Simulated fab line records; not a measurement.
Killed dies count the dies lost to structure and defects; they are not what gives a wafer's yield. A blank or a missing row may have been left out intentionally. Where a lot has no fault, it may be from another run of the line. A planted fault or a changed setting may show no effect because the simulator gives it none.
Split-lot experiment ; flow rit_cmos ; on a route of 202 steps: 5 lots, 23 wafers read

== ON THE SPLIT ==
At RIT_REOX_OXIDATION_03 (target thk 25.2 nm, ox time 5580 s), the setting temp_c was moved away from the recipe's 900 C on 10 of the 23 wafers read, by -1.9% to +1.3%. All remaining wafers had this setting at the recipe value.

There is no step in the file separating the split from the reading.

== THE READING ==
Values of REOX_OXIDE_THK in nm from RIT_REOX_THK_MEAS_04. Typical for fault-free wafers on this fab line: 24.8 nm, with standard deviation 0.46 nm.

wafer;tool, chamber at the split;temp_c as run, C;against the recipe;REOX_OXIDE_THK, nm;against lot-mates on the recipe
L074.1;-, -;900;recipe;25.0;-
L074.2;-, -;900;recipe;25.0;-
L074.3;-, -;900;recipe;25.4;-
L074.5;-, -;900;recipe;25.0;-
L074.6;-, -;900;recipe;25.6;-
L078.1;-, -;882.9;-1.9%;20.7;no lot-mate on the recipe
L078.2;-, -;882.9;-1.9%;20.4;no lot-mate on the recipe
L078.4;-, -;882.9;-1.9%;21.1;no lot-mate on the recipe
L078.5;-, -;882.9;-1.9%;21.2;no lot-mate on the recipe
L078.6;-, -;882.9;-1.9%;20.9;no lot-mate on the recipe
L080.1;-, -;911.4;+1.3%;28.1;no lot-mate on the recipe
L080.2;-, -;911.4;+1.3%;27.8;no lot-mate on the recipe
L080.3;-, -;911.4;+1.3%;28.4;no lot-mate on the recipe
L080.4;-, -;911.4;+1.3%;28.1;no lot-mate on the recipe
L080.6;-, -;911.4;+1.3%;28.3;no lot-mate on the recipe
L082.2;furnace-03, 0;900;recipe;25.2;-
L082.3;furnace-03, 0;900;recipe;25.1;-
L082.5;furnace-03, 0;900;recipe;24.9;-
L084.1;-, -;900;recipe;25.5;-
L084.2;-, -;900;recipe;25.4;-
L084.3;-, -;900;recipe;25.4;-
L084.5;-, -;900;recipe;25.6;-
L084.6;-, -;900;recipe;25.3;-

THE FIT
A straight line over all 23 wafers: REOX_OXIDE_THK changes by +2.3 nm for each +1% of temp_c; r = +1.00; the points scatter about the line by 0.25 nm.
Too few moved wafers have a lot-mate on the recipe to fit a line with each lot's own level taken away.

== THE WHOLE CHAIN: every reading that the file lists as answering this split, in the file's order ==
step;what it does;reading;change (the file's fit);r (the file's)
RIT_REOX_OXIDATION_03;target thk 25.2 nm, ox time 5580 s;SiO2_of_REOX_OXIDATION_03.thk_nm (the simulator's own value, which no gauge read);+2.29 nm for each +1% of the setting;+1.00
RIT_REOX_THK_MEAS_04;;REOX_OXIDE_THK;+2.3 for each +1% of the setting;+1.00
RIT_SPACER_CLEAN_00;cleans in SC1, time 600 s;SiO2_of_REOX_OXIDATION_03.thk_nm (the simulator's own value, which no gauge read);+2.1 nm for each +1% of the setting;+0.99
RIT_M1_PROBE_99;;etest.pldd.rs_ohm_sq (the simulator's own value, which no gauge read);+104 for each +1% of the setting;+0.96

== FILE'S OWN FIT ==
REOX_OXIDE_THK changes by +2.3 nm for each +1% of temp_c, r = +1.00.
